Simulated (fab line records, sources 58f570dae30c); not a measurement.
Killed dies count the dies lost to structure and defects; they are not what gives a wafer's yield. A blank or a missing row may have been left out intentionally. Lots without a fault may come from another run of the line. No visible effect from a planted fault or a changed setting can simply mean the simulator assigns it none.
fab line records ; flow berkeley_cmos170
[record] lots = 14; wafers = 42; last_day = 13
route steps=331 shown NLDD@167
lots that met no fault: from a run of the same line without faults
start_h: the number of hours between the record's first day and the start of the first shown wafer of the lot ; wait_h: how many hours have passed since the lot's step before this one ; " same as the row above ; L1.1+2: a single row standing in for several wafers ; - either no value or no given start ; * or withheld: withheld ; < > ~ a bound
route shown NAME@n: names a module that has steps shown in the file, with the first one's number in the route ; usual: mean/standard deviation of fault-free wafers ; same: alike in all rows ; chamber/n: place in a boat ; sites: per-site readings ; _std_site: how widely they spread, as a standard deviation ; _edge_site: inner sites' mean taken away from outer sites' mean ; radius_mm: for every site, how far away it sits from the centre of the wafer ; mask NAME#n: copy n ; behind: the most recent tool/chamber to have shaped the wafer ; hold: why the lot went on hold/how many hours it stayed there/how the hold came to an end ; device: whichever transistor did not switch (one of n, p or np) ; end of line: tests run on the same wafers once the route is complete ; a step given without rows: its recipe and nothing more ; killed: dies lost to structure and defects at the first sort, not the wafer's yield ; map: dies across one wafer; x = killed, . = not, _ = none there
set.NAME: the setting as run; set.NAME@STEP: as run at that earlier step ; model.NAME: the simulator's own value behind a step, which no gauge read
steps of the route over a sample of lots; a table a step, a row a wafer
services: a tool's chamber out of use, with start hour (start_h, from the record's first day; less than 0 if before it), hours out, and reason
[[steps]]
[step UCB170_NLDD_IMPLANT_09]
[recipe] species = As; dose_cm2 = 5e+13; energy_kev = 30; tilt_deg = 7; rotation_deg = 180
[usual] beam_on_s = 9.99/0.18; dose_ions_cm2 = 5e+13/5.8e+10; faraday_current_uA = 158.8/2.9
lot.wafer;tool;chamber;start_h;wait_h;beam_on_s;dose_ions_cm2;faraday_current_uA
L837.2;implanter-03;0;153.40;0.1;10.10;5.013e+13;156.9
L837.3;implanter-03;0;153.40;0.1;9.97;5.011e+13;159.6
L837.5;implanter-03;0;153.40;0.1;10.16;4.998e+13;155.8
L840.3;implanter-02;0;161.81;0.1;10.16;5.006e+13;156.0
L840.4;implanter-02;0;161.81;0.1;9.77;4.999e+13;162.1
L840.5;implanter-02;0;161.81;0.1;10.27;5.001e+13;153.7
L839.1;implanter-02;0;162.06;0.1;9.59;3.904e+13;128.9
L839.4;implanter-02;0;162.06;0.1;9.92;3.903e+13;124.7
L839.5;implanter-02;0;162.06;0.1;9.92;3.901e+13;124.8
L838.2;implanter-02;0;162.39;0.1;10.01;3.905e+13;123.2
L838.3;implanter-02;0;162.39;0.1;9.94;3.894e+13;124.9
L838.5;implanter-02;0;162.39;0.1;9.63;3.897e+13;128.1
L841.2;implanter-04;0;168.22;0.1;10.11;5.006e+13;157.0
L841.3;implanter-04;0;168.22;0.1;10.08;5.005e+13;157.3
L841.6;implanter-04;0;168.22;0.1;9.86;4.997e+13;161.4
L846.2;implanter-03;0;200.77;0.1;10.09;5.002e+13;157.2
L846.4;implanter-03;0;200.77;0.1;10.06;4.997e+13;157.9
L846.5;implanter-03;0;200.77;0.1;9.97;5e+13;159.2
L853.3;implanter-02;0;233.25;0.1;9.96;5.012e+13;159.2
L853.4;implanter-02;0;233.25;0.1;9.88;5.004e+13;160.0
L853.6;implanter-02;0;233.25;0.1;10.01;5.008e+13;158.4
L854.1;implanter-04;0;252.72;0.1;10.12;4.991e+13;156.8
L854.5;implanter-04;0;252.72;0.1;9.99;4.989e+13;158.6
L854.6;implanter-04;0;252.72;0.1;9.84;4.996e+13;161.3
L859.1;implanter-04;0;260.09;0.1;10.16;5.007e+13;156.3
L859.2;implanter-04;0;260.09;0.1;9.88;5.003e+13;160.9
L859.4;implanter-04;0;260.09;0.1;10.05;5.01e+13;157.7
L857.1;implanter-02;0;260.36;0.1;10.24;5.005e+13;155.0
L857.2;implanter-02;0;260.36;0.1;9.98;4.993e+13;159.0
L857.5;implanter-02;0;260.36;0.1;10.35;5.001e+13;152.7
L855.1;implanter-04;0;260.52;0.1;10.01;5.005e+13;158.9
L855.3;implanter-04;0;260.52;0.1;10.06;5.006e+13;157.6
L855.6;implanter-04;0;260.52;0.1;10.17;5.004e+13;155.3
L856.2;implanter-03;0;260.82;0.1;10.07;5.001e+13;157.8
L856.3;implanter-03;0;260.82;0.1;9.90;5.006e+13;159.4
L856.4;implanter-03;0;260.82;0.1;9.99;5.004e+13;158.4
L858.1;implanter-02;0;260.91;0.1;9.80;5.005e+13;162.1
L858.5;implanter-02;0;260.91;0.1;10.06;5.012e+13;157.0
L858.6;implanter-02;0;260.91;0.1;9.95;5.006e+13;159.9
L860.2;implanter-02;0;273.50;0.1;9.96;5e+13;157.9
L860.3;implanter-02;0;273.50;0.1;10.20;4.995e+13;156.0
L860.4;implanter-02;0;273.50;0.1;10.08;5.005e+13;157.1
[step UCB170_NLDD_TW_MEAS_11]
[usual] NLDD_TW = 2214/21
lot.wafer;tool;chamber;start_h;wait_h;NLDD_TW
L837.2;film_metro-01;-;153.63;0.1;2197
L837.3;film_metro-01;-;153.63;0.1;2171
L837.5;film_metro-01;-;153.63;0.1;2187
L840.3;film_metro-04;-;162.03;0.1;2242
L840.4;film_metro-04;-;162.03;0.1;2260
L840.5;film_metro-04;-;162.03;0.1;2247
L839.1;film_metro-01;-;162.31;0.1;2114
L839.4;film_metro-01;-;162.31;0.1;2121
L839.5;film_metro-01;-;162.31;0.1;2122
L838.2;film_metro-04;-;162.62;0.1;2175
L838.3;film_metro-04;-;162.62;0.1;2176
L838.5;film_metro-04;-;162.62;0.1;2180
L841.2;film_metro-04;-;168.45;0.1;2227
L841.3;film_metro-04;-;168.45;0.1;2240
L841.6;film_metro-04;-;168.45;0.1;2232
L846.2;film_metro-01;-;201.01;0.1;2183
L846.4;film_metro-01;-;201.01;0.1;2187
L846.5;film_metro-01;-;201.01;0.1;2191
L853.3;film_metro-04;-;233.47;0.1;2229
L853.4;film_metro-04;-;233.47;0.1;2240
L853.6;film_metro-04;-;233.47;0.1;2215
L854.1;film_metro-02;-;252.97;0.1;2202
L854.5;film_metro-02;-;252.97;0.1;2207
L854.6;film_metro-02;-;252.97;0.1;2203
L859.1;film_metro-02;-;260.34;0.1;2207
L859.2;film_metro-02;-;260.34;0.1;2200
L859.4;film_metro-02;-;260.34;0.1;2206
L857.1;film_metro-04;-;260.61;0.1;2231
L857.2;film_metro-04;-;260.61;0.1;2248
L857.5;film_metro-04;-;260.61;0.1;2243
L855.1;film_metro-01;-;260.77;0.1;2193
L855.3;film_metro-01;-;260.77;0.1;2196
L855.6;film_metro-01;-;260.77;0.1;2190
L856.2;film_metro-04;-;261.06;0.1;2230
L856.3;film_metro-04;-;261.06;0.1;2238
L856.4;film_metro-04;-;261.06;0.1;2237
L858.1;film_metro-01;-;261.16;0.1;2204
L858.5;film_metro-01;-;261.16;0.1;2207
L858.6;film_metro-01;-;261.16;0.1;2215
L860.2;film_metro-01;-;273.74;0.1;2187
L860.3;film_metro-01;-;273.74;0.1;2200
L860.4;film_metro-01;-;273.74;0.1;2199
[step UCB170_SDANNEAL_RS_MEAS_05]
[recipe] thk_meas_gauge = four-point-probe
[usual] NLDD_RS = 616.6/1.2
lot.wafer;tool;chamber;start_h;wait_h;NLDD_RS[ohm/sq]
L837.2;film_metro-01;-;165.69;0.1;615.1
L837.3;film_metro-01;-;165.69;0.1;616.6
L837.5;film_metro-01;-;165.69;0.1;616.1
L840.3;film_metro-01;-;175.36;0.1;616.5
L840.4;film_metro-01;-;175.36;0.1;616.9
L840.5;film_metro-01;-;175.36;0.1;616.8
L838.2;film_metro-04;-;175.79;0.1;668.1
L838.3;film_metro-04;-;175.79;0.1;666.3
L838.5;film_metro-04;-;175.79;0.1;668.2
L839.1;film_metro-02;-;175.96;0.1;666.4
L839.4;film_metro-02;-;175.96;0.1;665.5
L839.5;film_metro-02;-;175.96;0.1;664.9
L841.2;film_metro-01;-;176.15;0.1;616.2
L841.3;film_metro-01;-;176.15;0.1;615.5
L841.6;film_metro-01;-;176.15;0.1;617.8
L846.2;film_metro-01;-;215.84;0.1;616.6
L846.4;film_metro-01;-;215.84;0.1;617.8
L846.5;film_metro-01;-;215.84;0.1;617.3
L853.3;film_metro-01;-;246.33;0.1;615.7
L853.4;film_metro-01;-;246.33;0.1;617.4
L853.6;film_metro-01;-;246.33;0.1;616.1
L854.1;film_metro-04;-;265.99;0.1;618.5
L854.5;film_metro-04;-;265.99;0.1;617.6
L854.6;film_metro-04;-;265.99;0.1;616.4
L859.1;film_metro-02;-;274.76;0.1;616.9
L859.2;film_metro-02;-;274.76;0.1;616.5
L859.4;film_metro-02;-;274.76;0.1;617.2
L855.1;film_metro-04;-;274.83;0.1;615.6
L855.3;film_metro-04;-;274.83;0.1;615.4
L855.6;film_metro-04;-;274.83;0.1;615.6
L857.1;film_metro-01;-;275.62;0.1;614.7
L857.2;film_metro-01;-;275.62;0.1;618.0
L857.5;film_metro-01;-;275.62;0.1;617.0
L858.1;film_metro-02;-;276.05;0.1;615.8
L858.5;film_metro-02;-;276.05;0.1;616.3
L858.6;film_metro-02;-;276.05;0.1;615.7
L856.2;film_metro-04;-;277.68;0.1;617.9
L856.3;film_metro-04;-;277.68;0.1;618.8
L856.4;film_metro-04;-;277.68;0.1;617.9
L860.2;film_metro-02;-;284.36;0.1;616.1
L860.3;film_metro-02;-;284.36;0.1;616.4
L860.4;film_metro-02;-;284.36;0.1;615.7
[[services]]
tool;chamber;start_h;hours;kind
implanter-02;-;142.65;1.1;repair
implanter-03;-;158.84;9.0;pm
implanter-04;-;160.97;5.8;repair
implanter-04;-;178.34;1.4;repair
implanter-02;-;210.48;3.2;pm
implanter-03;-;239.65;4.5;repair
implanter-02;-;252.36;1.9;repair
[[key]]
[first_sign] step = UCB170_NLDD_IMPLANT_09; reading = dose_ions_cm2; direction = down; sigmas = 99+; usual = 5e+13; struck = 3.901e+13
[effect] step = UCB170_NLDD_IMPLANT_09; reading = faraday_current_uA; direction = down; sigmas = 11; usual = 158.8; struck = 125.8
[effect] step = UCB170_NLDD_TW_MEAS_11; reading = NLDD_TW; direction = down; sigmas = 3.2; usual = 2214; struck = 2148
[effect] step = UCB170_SDANNEAL_RS_MEAS_05; reading = NLDD_RS; direction = up; sigmas = 42; usual = 616.6; struck = 666.6
met_at UCB170_NLDD_IMPLANT_09
struck_lots L838,L839
tester_left_out L838,L839
[fault] kind = process_parameter_drift; tool = implanter-02; chamber = -; onset_h = 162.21; steps = UCB170_NLDD_IMPLANT_09; channel = dose_cm2; offset = -1.1e+13; shape = step; end_h = 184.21; acts_in = these_recipes_only; stated = 5e+13
// tester_left_out: of these lots the tester's yield and bins aren't shown, on N5 and GAA mostly nor the transistor test; their killed dies are dies lost to structure and defects alone, not to doping, threshold or leakage, so they don't give the yield
